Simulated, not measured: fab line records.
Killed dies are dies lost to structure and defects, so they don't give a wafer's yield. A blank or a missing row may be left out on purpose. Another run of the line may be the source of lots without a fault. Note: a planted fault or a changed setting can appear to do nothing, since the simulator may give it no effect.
Which tool is to blame? / flow berkeley-cmos170 / Sampling: 7 lots, 21 wafers, 5 of 331 route steps

WHAT THE GAUGES SHOWED, per wafer
UCB170_M2_RS_MEAS_02: measurement is done with a four-point probe.
lot=L854; measured=day 7 06:51; on=film-metro-04; M2_AL_RS (ohm/sq)=0.0331 0.0326 0.0329
lot=L857; measured=day 8 14:58; on=film-metro-04; M2_AL_RS (ohm/sq)=0.0319 0.0505 0.0321
lot=L861; measured=day 9 10:48; on=film-metro-01; M2_AL_RS (ohm/sq)=0.0319 0.0315 0.0315
lot=L867; measured=day 10 20:29; on=film-metro-01; M2_AL_RS (ohm/sq)=0.0319 0.0315 0.0318
lot=L872; measured=day 11 00:28; on=film-metro-04; M2_AL_RS (ohm/sq)=0.0322 0.0322 0.0321
lot=L874; measured=day 11 17:41; on=film-metro-01; M2_AL_RS (ohm/sq)=0.0320 0.0320 0.0321
lot=L876; measured=day 12 14:42; on=film-metro-01; M2_AL_RS (ohm/sq)=0.0320 0.0319 0.0318

EACH LOT AND THE TOOL THAT RAN IT (in order: tool; ch and the chambers of the sampled wafers; start)
lot=L854; UCB170_GATE_STRIP_16=plasma-asher-01 ch 0,1, day 6 00:38; UCB170_SPACER_CVD_00=pecvd-02 ch 0,1, day 6 05:26; UCB170_SDANNEAL_RTA_01=rtp-anneal-02 ch 0, day 6 13:37; UCB170_M2_SPUTTER_01=pvd-sputter-02, day 7 06:46
lot=L857; UCB170_GATE_STRIP_16=plasma-asher-03 ch 0,1, day 7 05:26; UCB170_SPACER_CVD_00=pecvd-02 ch 0,1,2, day 7 11:15; UCB170_SDANNEAL_RTA_01=rtp-anneal-02 ch 0, day 7 22:58; UCB170_M2_SPUTTER_01=pvd-sputter-04, day 8 14:51
lot=L861; UCB170_GATE_STRIP_16=plasma-asher-04 ch 0,1, day 7 23:55; UCB170_SPACER_CVD_00=pecvd-02 ch 0,1,2, day 8 03:53; UCB170_SDANNEAL_RTA_01=rtp-anneal-02 ch 0, day 8 15:29; UCB170_M2_SPUTTER_01=pvd-sputter-02, day 9 10:43
lot=L867; UCB170_GATE_STRIP_16=plasma-asher-03 ch 0,1, day 9 11:42; UCB170_SPACER_CVD_00=pecvd-02 ch 0,1, day 9 16:27; UCB170_SDANNEAL_RTA_01=rtp-anneal-02 ch 0, day 10 06:06; UCB170_M2_SPUTTER_01=pvd-sputter-03, day 10 20:23
lot=L872; UCB170_GATE_STRIP_16=plasma-asher-01 ch 0,1, day 9 19:14; UCB170_SPACER_CVD_00=pecvd-03 ch 0,1,2, day 10 00:18; UCB170_SDANNEAL_RTA_01=rtp-anneal-02 ch 0, day 10 10:17; UCB170_M2_SPUTTER_01=pvd-sputter-02, day 11 00:22
lot=L874; UCB170_GATE_STRIP_16=plasma-asher-01 ch 0,1, day 10 12:23; UCB170_SPACER_CVD_00=pecvd-02 ch 0,1, day 10 16:56; UCB170_SDANNEAL_RTA_01=rtp-anneal-01 ch 0, day 11 02:43; UCB170_M2_SPUTTER_01=pvd-sputter-03, day 11 17:35
lot=L876; UCB170_GATE_STRIP_16=plasma-asher-03 ch 0,1, day 11 09:34; UCB170_SPACER_CVD_00=pecvd-02 ch 1,2, day 11 15:02; UCB170_SDANNEAL_RTA_01=rtp-anneal-02 ch 0, day 12 01:08; UCB170_M2_SPUTTER_01=pvd-sputter-03, day 12 14:37
- UCB170_GATE_STRIP_16: strips in O2.
- UCB170_SPACER_CVD_00: deposits SiO2 from TEOS/O2, target thk 376 nm, time 47 s.
- UCB170_SDANNEAL_RTA_01: time 5 s.
- UCB170_M2_SPUTTER_01: material Al, target thk 900 nm, time 120 s.

THE ANSWER, worked out from the rows above alone
Rule: the usual values come from the lots themselves. The widest of any qualifying gaps counts: lots, ordered by their means at a reading, are off when they make up no more than a third of the lots, leave a main group of 4 or more, and stand apart from it by 3 or more times the standard deviation of that group's means. The tables above print the reading to a certain number of digits; a main group whose means all agree to those digits is not used. A lot without any number at a reading at which 4 lots or more have one is off too. Any other lot the step has rows for is counted as sound.
Off: L857, at UCB170_M2_RS_MEAS_02 (M2_AL_RS). The main group: mean 0.0321 ohm/sq, standard deviation 0.0004.
A tool fits if, at a process step before that reading, it ran every lot that is off, and no sound lot after the first of them. The gauges at UCB170_M2_RS_MEAS_02 are tried like those tools. One candidate fits, namely pvd-sputter-04 at UCB170_M2_SPUTTER_01. It ran no sound lot before its first lot that is off in this sample, so the start can't be narrowed down.

WHAT THE SIMULATOR PUT IN
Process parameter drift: pvd-sputter-04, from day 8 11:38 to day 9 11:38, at UCB170_M2_SPUTTER_01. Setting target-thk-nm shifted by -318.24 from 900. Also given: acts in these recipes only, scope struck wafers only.
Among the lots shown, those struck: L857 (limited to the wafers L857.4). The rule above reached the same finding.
